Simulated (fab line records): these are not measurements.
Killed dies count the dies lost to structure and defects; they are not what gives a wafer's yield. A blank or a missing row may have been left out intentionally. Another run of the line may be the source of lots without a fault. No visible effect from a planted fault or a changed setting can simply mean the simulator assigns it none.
Lot-split experiment ; flow berkeley-cmos170 ; on a route of 331 steps: 5 lots, 23 wafers read

## THE SPLIT
At UCB170_NSD_STRIP_09 (strips in O2), the setting overash-fraction was moved away from the recipe's 0.5 on 8 of the 23 wafers read, by +18.1% to +25.1%. The other wafers ran this setting at the recipe's value.

The reading comes from the split's own step.

## THE READING
oes-product-au, in a.u., at UCB170_NSD_STRIP_09 (strips in O2). Typical for fault-free wafers on this fab line: 0.534 a.u., with standard deviation 0.004 a.u.

wafer;tool, chamber at the split;overash-fraction as run;against the recipe;oes-product-au, a.u.;against lot-mates on the recipe
L075.2;plasma-asher-01, 1;0.5;recipe;0.535;-
L075.3;plasma-asher-01, 1;0.6026;+20.5%;0.512;-0.022
L075.4;plasma-asher-01, 0;0.5;recipe;0.533;-
L075.5;plasma-asher-01, 0;0.6026;+20.5%;0.514;-0.020
L075.6;plasma-asher-01, 1;0.6026;+20.5%;0.517;-0.017
L076.1;plasma-asher-02, 1;0.5903;+18.1%;0.513;-0.019
L076.2;plasma-asher-02, 0;0.5903;+18.1%;0.521;-0.011
L076.3;plasma-asher-02, 0;0.5;recipe;0.530;-
L076.4;plasma-asher-02, 1;0.5;recipe;0.535;-
L076.5;plasma-asher-02, 1;0.5903;+18.1%;0.521;-0.011
L077.2;plasma-asher-01, 0;0.5;recipe;0.527;-
L077.4;plasma-asher-01, 1;0.5;recipe;0.543;-
L077.6;plasma-asher-01, 1;0.5;recipe;0.535;-
L081.1;plasma-asher-04, 1;0.5;recipe;0.538;-
L081.3;plasma-asher-04, 0;0.5;recipe;0.536;-
L081.4;plasma-asher-04, 1;0.5;recipe;0.537;-
L081.5;plasma-asher-04, 1;0.5;recipe;0.537;-
L081.6;plasma-asher-04, 0;0.5;recipe;0.534;-
L083.2;plasma-asher-04, 0;0.6254;+25.1%;0.513;-0.020
L083.3;plasma-asher-04, 1;0.5;recipe;0.527;-
L083.4;plasma-asher-04, 0;0.5;recipe;0.541;-
L083.5;plasma-asher-04, 1;0.6254;+25.1%;0.512;-0.021
L083.6;plasma-asher-04, 0;0.5;recipe;0.532;-

FIT RESULTS
A straight line over all 23 wafers: oes-product-au changes by -0.000927 a.u. for each +1% of overash-fraction; r = -0.92; the points scatter about the line by 0.0041 a.u.
The same after taking each lot's own level away (the mean of its wafers on the recipe; 23 wafers): -0.000864 a.u. for each +1%; r = -0.92; scatter 0.0039 a.u.
According to that fit, moving overash-fraction by its largest amount changes the reading by 0.022 a.u.
From 0.5325 to 0.5364 a.u.: that is the span of the lots' own levels, equal to 1.0 times the standard deviation above.
Consequently the slope shifts little with the lot-to-lot level, the two slopes agreeing.
Check: with one of the wafers moved furthest among these (+25.1%) left out of the fit, the line predicts -0.022 a.u. for it against its lot-mates. Against them it came out at -0.0203 a.u.
Tool readings at the split's step, against how far the setting was moved: oes-product-au r = -0.92.

## THESE WAFERS: OTHER SPLITS
Before the reading, these wafers also passed through other splits. Each is held against what the fit with the lots' levels taken away leaves over:
other split on the same wafers;wafers away from the commonest value;r with oes-product-au (lot level and that fit taken away)
UCB170_ZERO_ETCH_06 time-s;12;-0.02
UCB170_NWELL_IMPLANT_14 dose-cm2;8;+0.11
UCB170_PWELL_CVD_05 pressure-mtorr;15;+0.03
UCB170_ACTIVE_COAT_08 spin-rpm;6;-0.18
UCB170_PFIELD_COAT_01 spin-rpm;4;+0.13
UCB170_PFIELD_IMPLANT_07 dose-cm2;10;+0.01
UCB170_PSD_IMPLANT_08 dose-cm2;12;+0.17

## THE FILE'S OWN FIT
oes-product-au changes by -0.000856 a.u. for each +1% of overash-fraction, r = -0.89.
